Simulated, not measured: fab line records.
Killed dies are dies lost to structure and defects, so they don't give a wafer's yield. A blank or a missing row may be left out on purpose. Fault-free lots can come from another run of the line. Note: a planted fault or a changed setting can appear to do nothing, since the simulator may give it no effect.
Code-filled problem report in 8D (eight disciplines) form | flow berkeley cmos170 | the parts of the form that need people (team, actions taken, sign-off) are left out

## 1. WHAT WENT WRONG
CONTACT_OVL at UCB170_CONTACT_OVL_MEAS_16 reads a mean of -124 nm on 12 wafers of 4 lots; wafers without a fault read 3 nm with a standard deviation of 5.8. Relative to the usual mean, that is a shift of -22 standard deviations.
Earliest sighting: wafer L792.1 on overlay-01 at day 10 17:31. Wafers with a number at this step in the record: 48, from 16 lots. By rule, "out" or "out of limits" means more than 4 standard deviations away from the usual mean. The rest of the wafers with a number are treated as sound.

## 2. WHAT IT IS AND WHAT IT IS NOT
question                    | is                     | is not
which readings at this step | CONTACT_OVL            | -
which lots                  | L792, L795, L796, L797 | L776, L777, L779, L780, L781, L782, L786, L788, L789, L790, L793, L798
which wafers of those lots  | all that have a number | -
read on which gauges        | overlay-01, overlay-02 | -
when                        | from day 10 17:31      | up to then (30 sound wafers); but 6 sound wafers of L793, L798 came after

## 3. THE SUSPECTS, EACH WITH WHAT RULES IT OUT
Counting: any tool at a process step up to the reading is kept as a suspect provided that every lot that is out went through it and no sound lot did after the first of them.
- the gauge at UCB170_CONTACT_OVL_MEAS_16 is ruled out. Those wafers that are out were read across 2 gauges (overlay-01, overlay-02).
- krf scanner-01 at UCB170_CONTACT_EXPOSE_12 (exposes mask CONT, target cd 700 nm): kept. Every lot that is out went through it, starting with L792 (day 10 17:01), and after that it ran no sound lot; the last sound lot it ran before then is L789 (day 9 13:59).
After counting, what remains is krf scanner-01 at UCB170_CONTACT_EXPOSE_12.

## 4. THE CAUSE (what the simulator had put in)
Scanner matching overlay: krf scanner-01, from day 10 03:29 on, at UCB170_CONTACT_EXPOSE_12. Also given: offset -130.
Only this tool survived the counting.

## 5. THE CHAIN OF EFFECTS, in route order
Rows list readings where the struck wafers' mean (over those with a number) sits beyond 3 standard deviations from the usual. Only readings whose record carries a usual standard deviation are examined. hours: median over the lots of the time between each lot's start at the first step of this table that gives one and its start at this step. sigmas: the change, counted in usual standard deviations.
hours | step                       | reading     | usual | on struck wafers | change | sigmas
0     | UCB170_CONTACT_OVL_MEAS_16 | CONTACT_OVL | 3 nm  | -124             | -126   | -22
Later steps that measure or inspect, where all struck wafers having a row at the step show a number for every such reading and not one has moved that far: UCB170_M1_THK_MEAS_02, UCB170_M1_CD_MEAS_09.

## 6. HOW IT WOULD HAVE BEEN CAUGHT EARLIER
14 hours passed between the start of the fault at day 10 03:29 and the first reading out of limits at a measuring or inspecting step in this record, taken at day 10 17:31.
Tool readings at UCB170_CONTACT_EXPOSE_12 with a usual standard deviation given in the record: none out on any struck wafer, hence no alarm at a limit of 4 standard deviations on them.
Of the lots that are out (4), L795, L796, L797 began UCB170_CONTACT_EXPOSE_12 on krf scanner-01 after day 10 17:31. A hold on the tool at that time would have spared those 3.
